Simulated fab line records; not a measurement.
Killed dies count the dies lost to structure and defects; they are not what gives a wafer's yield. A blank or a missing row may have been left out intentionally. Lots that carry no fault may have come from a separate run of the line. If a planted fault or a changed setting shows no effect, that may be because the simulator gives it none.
fab line records	flow ritCmos
record: lots: 6	wafers: 18	lastDay: 7
route steps=202 shown M1@188
lots that met no fault: from a run of the same line without faults
startH: start of the lot's first displayed wafer, in hours after the record's first day	waitH: how many hours have passed since the lot's step before this one	" same as the row above	L1.1+2: several wafers, shown together as one row	- no value, or no start given	* or withheld: withheld	< > ~ a bound
route shown NAME@n: names a module that has steps shown in the file, with the first one's number in the route	usual: average and standard deviation across the fault-free wafers	same: alike in all rows	chamber/n: place in a boat	sites: readings site by site	_std_site: their standard deviation	_edge_site: mean of outer sites minus mean of inner sites	radiusMm: for every site, how far away it sits from the centre of the wafer	mask NAME#n: copy n	behind: the most recent tool/chamber to have shaped the wafer	hold: the reason the lot was held/the length of the hold in hours/how it ended	device: the n, p or np transistor that did not switch	end of line: tests of these same wafers at the route's end	for a step that has no rows: nothing shown but its recipe	killed: the dies lost at the first sort to structure and to defects; this is not the yield of the wafer	map: a wafer's dies, marking killed ones x, the rest . and places with no die _
set.NAME: the setting the step ran with; set.NAME@STEP: the setting that earlier step ran with	model.NAME: the simulator's own value behind a step, which no gauge read
lots at selected steps of the route; one table per step, one row per wafer
services: a tool's chamber out of use, with start hour (startH, from the record's first day; less than 0 if before it), hours out, and reason
== steps ==
step: RIT_M1_COAT_04
recipe: resist: NOVOLAK	spinRpm: 2000	resistThkNm: 1300
step: RIT_M1_SOFTBAKE_05
recipe: resist: NOVOLAK	tempC: 90	timeS: 60
step: RIT_M1_EXPOSE_06
recipe: maskId: M12	na: 0.6	sourceShape: conventional	sigmaOuter: 0.5	targetCdNm: 2600	doseMj: 250
step: RIT_M1_PEB_07
recipe: resist: NOVOLAK	tempC: withheld	timeS: withheld
step: RIT_M1_DEVELOP_08
recipe: resist: NOVOLAK	developTimeS: 68	devTempC: 23
step: RIT_M1_CD_MEAS_09
recipe: targetCdNm: 2600
usual: cdNm: 2599.4/2.2
lot.wafer	tool	chamber	startH	waitH	cdNm
L849.3	cdSem-02	-	66.42	-	2598.2
L849.4	"	-	"	"	2600.5
L849.5	"	-	"	"	2599.3
L852.2	cdSem-01	-	78.49	-	2600.4
L852.5	"	-	"	"	2601.9
L852.6	"	-	"	"	2601.7
L853.2	cdSem-02	-	83.90	-	2595.3
L853.4	"	-	"	"	2600.1
L853.6	"	-	"	"	2594.7
L854.2	cdSem-02	-	90.41	-	2599.2
L854.4	"	-	"	"	2598.7
L854.5	"	-	"	"	2600.0
L870.2	cdSem-02	-	169.81	-	2598.6
L870.5	"	-	"	"	2599.5
L870.6	"	-	"	"	2598.2
L871.2	cdSem-02	-	174.22	-	2600.7
L871.3	"	-	"	"	2598.6
L871.6	"	-	"	"	2601.6
step: RIT_M1_OVL_MEAS_10
usual: M1_OVL: 1.0/1.5
lot.wafer	tool	chamber	startH	waitH	M1_OVL[nm]
L849.3	overlay-01	-	66.51	0.1	1.7
L849.4	"	-	"	"	2.3
L849.5	"	-	"	"	3.0
L852.2	overlay-02	-	78.59	0.1	-0.5
L852.5	"	-	"	"	-0.3
L852.6	"	-	"	"	-1.5
L853.2	overlay-01	-	84.01	0.1	1.9
L853.4	"	-	"	"	2.1
L853.6	"	-	"	"	1.7
L854.2	overlay-02	-	90.51	0.1	-0.4
L854.4	"	-	"	"	-0.5
L854.5	"	-	"	"	-1.0
L870.2	overlay-02	-	169.91	0.1	-0.9
L870.5	"	-	"	"	-1.2
L870.6	"	-	"	"	0.3
L871.2	overlay-02	-	174.33	0.1	3.2
L871.3	"	-	"	"	1.3
L871.6	"	-	"	"	-0.2
step: RIT_M1_HARDBAKE_11
recipe: resist: NOVOLAK	tempC: 140	timeS: 120
step: RIT_M1_METAL_ETCH_12
recipe: stopOn: SiO2	chemistry: Cl2/BCl3	target: Al	timeS: 165	overEtchFrac: 0.5	pressureMtorr: 100	targetDepthA: 6000	rfW: 250	Cl2_flow_sccm: 60	bcl3FlowSccm: 50
usual: drypumpMotorCurrentA: 6.1/0.36	oesProductAu: 0.774/0.015	throttleValvePct: 8.24/0.079
lot.wafer	tool	chamber	startH	waitH	drypumpMotorCurrentA	oesProductAu	rfHoursCounterH	throttleValvePct
L849.3	rieMetal-03	0	66.84	0.2	6.3	0.776	-	8.34
L849.4	"	1	"	"	6.4	0.748	-	8.23
L849.5	"	1	"	"	6.4	0.754	-	8.22
L852.2	rieMetal-04	0	78.87	0.2	6.5	0.759	3	8.13
L852.5	"	0	"	"	6.5	0.761	-	8.11
L852.6	"	1	"	"	5.8	0.780	-	8.21
L853.2	rieMetal-03	0	84.29	0.2	6.3	0.783	35	8.36
L853.4	"	0	"	"	6.3	0.773	-	8.36
L853.6	"	1	"	"	6.4	0.762	-	8.21
L854.2	rieMetal-04	0	90.79	0.2	6.4	0.751	3	8.14
L854.4	"	1	"	"	5.8	0.778	-	8.22
L854.5	"	0	"	"	6.4	0.757	-	8.13
L870.2	rieMetal-04	1	170.19	0.2	5.8	0.786	4	8.21
L870.5	"	1	"	"	5.8	0.784	-	8.22
L870.6	"	0	"	"	6.4	0.746	-	8.14
L871.2	rieMetal-03	1	174.61	0.2	6.4	0.766	0	8.20
L871.3	"	1	"	"	6.4	0.761	-	8.21
L871.6	"	1	"	"	6.4	0.754	-	8.23
step: RIT_M1_STRIP_13
recipe: chemistry: nmp	resist: NOVOLAK	tempC: 80	timeS: 600	dry: n2Spin
step: RIT_M1_STRIP_14
recipe: chemistry: O2	timeS: 180	platenTempC: withheld	powerW: 500	pressureMtorr: 4000	o2FlowSccm: 4000
usual: drypumpMotorCurrentA: 5.62/0.17	rfReflPowerW: 5.3/1.2
lot.wafer	tool	chamber	startH	waitH	drypumpMotorCurrentA	rfHoursCounterH	rfReflPowerW
L849.3	plasmaAsher-02	1	67.18	0.1	5.77	-	6.8
L849.4	"	0	"	"	5.63	-	4.8
L849.5	"	1	"	"	5.77	-	6.4
L852.2	plasmaAsher-02	1	79.23	0.0	5.76	45	7.2
L852.5	"	1	"	"	5.75	-	6.6
L852.6	"	0	"	"	5.63	-	4.9
L853.2	plasmaAsher-03	0	84.63	0.0	5.51	28	4.3
L853.4	"	0	"	"	5.55	-	4.3
L853.6	"	1	"	"	5.41	-	4.6
L854.2	plasmaAsher-02	1	91.13	0.0	5.76	46	6.8
L854.4	"	0	"	"	5.63	-	4.8
L854.5	"	0	"	"	5.62	-	5.0
L870.2	plasmaAsher-01	0	170.55	0.0	5.90	55	4.0
L870.5	"	1	"	"	5.39	-	6.9
L870.6	"	0	"	"	5.91	-	4.1
L871.2	plasmaAsher-02	0	174.96	0.0	5.62	56	4.8
L871.3	"	1	"	"	5.77	-	6.9
L871.6	"	0	"	"	5.63	-	4.7
step: RIT_M1_CD_MEAS_90
recipe: targetCdNm: 2600
usual: cdNm: 2600/3.6
lot.wafer	tool	chamber	startH	waitH	cdNm
L849.3	cdSem-01	-	67.33	0.1	2598
L849.4	"	-	"	"	2602
L849.5	"	-	"	"	2601
L852.2	cdSem-02	-	79.42	0.1	2606
L852.5	"	-	"	"	2608
L852.6	"	-	"	"	2606
L853.2	cdSem-01	-	84.82	0.1	2593
L853.4	"	-	"	"	2596
L853.6	"	-	"	"	2592
L854.2	cdSem-02	-	91.32	0.1	2603
L854.4	"	-	"	"	2601
L854.5	"	-	"	"	2603
L870.2	cdSem-01	-	170.74	0.1	2600
L870.5	"	-	"	"	2601
L870.6	"	-	"	"	2604
L871.2	cdSem-01	-	175.16	0.1	2600
L871.3	"	-	"	"	2597
L871.6	"	-	"	"	2600
step: RIT_M1_ANNEAL_15
recipe: tempC: 450	timeS: 1800	ambient: forming_gas_H2N2
usual: spikeTcCentreC: 451.8/0.97	spikeTcLoadC: 465.8/0.91	spikeTcSourceC: 474.4/1.1	tubeCenterTempC: 450/0.039	tube_center_temp_C_max: 451.17/0.19	zonePowerCentrePct: 21.10/0.22	zonePowerLoadPct: 6.40/0.06	zonePowerSourcePct: 8.19/0.078
lot.wafer	tool	chamber	startH	waitH	spikeTcCentreC	spikeTcLoadC	spikeTcSourceC	tubeCenterTempC	tube_center_temp_C_max	zonePowerCentrePct	zonePowerLoadPct	zonePowerSourcePct
L849.3	furnace-02	0	67.41	0.1	451.1	465.2	473.9	449.95	451.40	21.25	6.40	8.33
L849.4	"	0	"	"	452.1	466.0	473.8	449.95	451.30	20.88	6.45	8.31
L849.5	"	0	"	"	451.7	464.6	474.5	450.07	451.32	20.99	6.40	8.21
L852.2	furnace-02	0	79.52	0.1	451.7	467.0	474.4	449.98	451.08	21.22	6.45	8.20
L852.5	"	0	"	"	452.6	465.3	473.8	450	451.21	20.97	6.34	8.21
L852.6	"	0	"	"	452.8	467.0	471.5	450.06	451.07	20.71	6.42	8.18
L853.2	furnace-02	0	84.92	0.1	495.2	512.5	518.8	494.98	495.96	23.68	7.40	9.55
L853.4	"	0	"	"	497.2	511.8	521.7	494.96	496.04	22.96	7.53	9.51
L853.6	"	0	"	"	496.1	512.7	521.9	495.05	496.13	23.36	7.49	9.47
L854.2	furnace-02	0	91.42	0.1	495.7	512.0	519.8	494.96	496.07	23.21	7.48	9.45
L854.4	"	0	"	"	499.2	512.6	521.8	494.96	496.07	23.17	7.44	9.61
L854.5	"	0	"	"	497.9	510.2	519.5	494.95	496.07	23.44	7.39	9.49
L870.2	furnace-02	0	170.84	0.1	452.6	467.0	474.9	450.02	451.10	21.14	6.30	8.38
L870.5	"	0	"	"	453.6	465.4	472.9	449.97	451.11	21.35	6.39	8.13
L870.6	"	0	"	"	452.1	465.0	475.4	450	451.27	21.11	6.49	8.13
L871.2	furnace-02	0	175.26	0.1	450.5	465.2	475.4	449.95	451.05	21.20	6.47	8.19
L871.3	"	0	"	"	451.2	465.4	473.8	450.02	450.89	20.90	6.42	8.27
L871.6	"	0	"	"	453.2	467.1	474.9	450.04	451.50	21.29	6.43	8.20
step: RIT_M1_BOW_MEAS_16
recipe: mode: bow
usual: M1_BOW: 17/6.3
lot.wafer	tool	chamber	startH	waitH	M1_BOW[um]
L849.3	filmMetro-01	-	68.95	0.0	17
L849.4	"	-	"	"	25
L849.5	"	-	"	"	19
L852.2	filmMetro-01	-	81.04	0.0	26
L852.5	"	-	"	"	19
L852.6	"	-	"	"	15
L853.2	filmMetro-02	-	86.44	0.0	20
L853.4	"	-	"	"	20
L853.6	"	-	"	"	12
L854.2	filmMetro-01	-	92.94	0.0	24
L854.4	"	-	"	"	12
L854.5	"	-	"	"	20
L870.2	filmMetro-01	-	172.36	0.0	8
L870.5	"	-	"	"	8
L870.6	"	-	"	"	16
L871.2	filmMetro-01	-	176.78	0.0	20
L871.3	"	-	"	"	25
L871.6	"	-	"	"	18
step: RIT_M1_PROBE_99
usual: defectLimitedYield: 97.4/1	killedAtContacts: 0.1/0.25	killedAtFrontEnd: 6.8/2.7	killedDies: 6.8/2.7	killedOpen: 3.4/1.8	killedShort: 3.5/1.7	sort_bin_3_pad_short: 0.1/0.23	sort_bin_5_function: 1.5/0.67	sort_bin_6_memory: 1.0/0.67	sortNPass: 257.2/2.7	sortYieldPct: 97.4/1
same: grossDies: 264	killed_at_M0_to_M3: 0	killed_at_M4_up: 0	killedAtBackSide: 0	killedAtOther: 0
lot.wafer	tool	chamber	startH	waitH	defectLimitedYield[%]	killedAtContacts	killedAtFrontEnd	killedDies	killedOpen	killedShort	sort_bin_3_pad_short[%]	sort_bin_5_function[%]	sort_bin_6_memory[%]	sortNPass	sortYieldPct[%]
L849.3	prober-02	-	69.13	0.2	96.6	0	9	9	5	4	0	2.7	0.8	255.0	96.6
L849.4	prober-02	-	69.18	0.2	97.3	0	7	7	4	3	0	2.3	0.4	257.0	97.3
L849.5	prober-02	-	69.23	0.2	97.0	0	8	8	3	5	0	1.9	1.1	256.0	97.0
L852.2	prober-01	-	81.19	0.1	97.3	0	7	7	2	5	0	1.5	1.1	257.0	97.3
L852.5	prober-01	-	81.34	0.2	97.7	0	6	6	0	6	0.4	1.1	0.8	258.0	97.7
L852.6	prober-01	-	81.39	0.2	97.3	0	7	7	3	4	0	1.5	1.1	257.0	97.3
L853.2	prober-02	-	86.59	0.1	98.5	0	4	4	1	3	0.4	0.4	0.8	260.0	98.5
L853.4	prober-02	-	86.69	0.2	98.1	0	5	5	3	2	0	1.1	0.8	259.0	98.1
L853.6	prober-02	-	86.79	0.2	98.9	0	3	3	2	1	0	1.1	0	261.0	98.9
L854.2	prober-01	-	93.09	0.1	97.3	0	7	7	3	4	0	0.8	1.9	257.0	97.3
L854.4	prober-01	-	93.19	0.2	98.1	1	4	5	0	5	0.4	1.1	0.4	259.0	98.1
L854.5	prober-01	-	93.24	0.2	97.3	0	7	7	2	5	0	1.9	0.8	257.0	97.3
L870.2	prober-01	-	172.51	0.1	97.0	0	8	8	4	4	0	1.5	1.5	256.0	97.0
L870.5	prober-01	-	172.66	0.2	95.8	0	11	11	5	6	0.8	2.3	1.1	253.0	95.8
L870.6	prober-01	-	172.71	0.2	95.5	0	12	12	8	4	0.4	1.5	2.7	252.0	95.5
L871.2	prober-02	-	176.93	0.1	97.7	0	6	6	6	0	0	0.4	1.9	258.0	97.7
L871.3	prober-02	-	176.98	0.2	98.1	0	5	5	1	4	0	1.5	0.4	259.0	98.1
L871.6	prober-02	-	177.13	0.2	96.6	0	9	9	7	2	0	1.9	1.5	255.0	96.6
killed by level:class
L849.3 GATE:geometricParticle:short=2 SPACER:geometricParticle:open=2 SILICIDE:geometricParticle:short=2 FOX2:geometricParticle:open=1 GATE:geometricParticle:open=1 REOX:geometricParticle:open=1
L849.4 SILICIDE:geometricParticle:short=2 FOX1:geometricParticle:short=1 FOX1:geometricParticle:open=1 GATE:geometricParticle:open=1 REOX:geometricParticle:open=1 SPACER:geometricParticle:open=1
L849.5 FOX1:geometricParticle:short=3 GATE:geometricParticle:short=2 FOX1:geometricParticle:open=1 GATE:geometricParticle:open=1 SPACER:geometricParticle:open=1
L852.2 GATE:geometricParticle:short=3 FOX1:geometricParticle:short=1 FOX2:geometricParticle:open=1 GATE:geometricParticle:open=1 SPACER:geometricParticle:short=1
L852.5 GATE:geometricParticle:short=3 REOX:geometricParticle:short=1 SPACER:geometricParticle:short=1 SILICIDE:geometricParticle:short=1
L852.6 FOX2:geometricParticle:short=2 GATE:geometricParticle:open=2 GATE:geometricParticle:short=1 REOX:geometricParticle:short=1 REOX:geometricParticle:open=1
L853.2 FOX1:geometricParticle:open=1 GATE:geometricParticle:short=1 REOX:geometricParticle:short=1 SILICIDE:geometricParticle:short=1
L853.4 FOX2:geometricParticle:short=1 FOX2:geometricParticle:open=1 GATE:geometricParticle:open=1 GATE:geometricParticle:short=1 SILICIDE:geometricParticle:open=1
L853.6 FOX1:geometricParticle:open=1 GATE:geometricParticle:short=1 GATE:geometricParticle:open=1
L854.2 GATE:geometricParticle:short=3 GATE:geometricParticle:open=2 FOX2:geometricParticle:open=1 SPACER:geometricParticle:short=1
L854.4 FOX1:geometricParticle:short=2 GATE:geometricParticle:short=1 SPACER:geometricParticle:short=1 CONTACT:geometricParticle:short=1
L854.5 GATE:geometricParticle:open=2 GATE:geometricParticle:short=2 REOX:geometricParticle:short=1 SPACER:geometricParticle:short=1 SILICIDE:geometricParticle:short=1
L870.2 GATE:geometricParticle:open=3 GATE:geometricParticle:short=2 SILICIDE:geometricParticle:short=2 FOX1:geometricParticle:open=1
L870.5 GATE:geometricParticle:open=3 FOX1:geometricParticle:short=2 FOX1:geometricParticle:open=2 REOX:geometricParticle:short=2 FOX2:geometricParticle:short=1 GATE:geometricParticle:short=1
L870.6 GATE:geometricParticle:open=3 SPACER:geometricParticle:open=3 FOX2:geometricParticle:open=2 GATE:geometricParticle:short=2 FOX2:geometricParticle:short=1 SPACER:geometricParticle:short=1
L871.2 SPACER:geometricParticle:open=2 SILICIDE:geometricParticle:open=2 FOX2:geometricParticle:open=1 GATE:geometricParticle:open=1
L871.3 REOX:geometricParticle:short=3 SILICIDE:geometricParticle:short=1 SILICIDE:geometricParticle:open=1
L871.6 GATE:geometricParticle:open=2 REOX:geometricParticle:short=2 FOX1:geometricParticle:open=1 FOX2:geometricParticle:open=1 REOX:geometricParticle:open=1 SPACER:geometricParticle:open=1 SILICIDE:geometricParticle:open=1
== services ==
tool	chamber	startH	hours	kind
furnace-02	-	101.36	24.3	repair
furnace-02	-	115.13	2.8	repair
rieMetal-03	-	124.72	1.1	repair
plasmaAsher-02	-	126.35	4.3	pm
rieMetal-03	-	136.12	20.0	pm
rieMetal-03	0	136.12	20.0	ventCycle
rieMetal-03	1	136.12	20.0	ventCycle
rieMetal-03	0	156.12	-	clean
rieMetal-03	1	156.12	-	clean
== key ==
firstSign: step: RIT_M1_ANNEAL_15	reading: tubeCenterTempC	direction: up	sigmas: 99+	usual: *	struck: *
effect: step: RIT_M1_ANNEAL_15	reading: tube_center_temp_C_max	direction: up	sigmas: 99+	usual: *	struck: *
metAt RIT_M1_ANNEAL_15
struckWafers L853.2,L853.4,L853.6,L854.2,L854.4,L854.5
onsetBetween 79.52 84.92
fault: kind: processParameterDrift	tool: furnace-02	chamber: -	onsetH: 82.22	steps: RIT_M1_ANNEAL_15	channel: tempC	offset: *	shape: step	endH: 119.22	stated: *
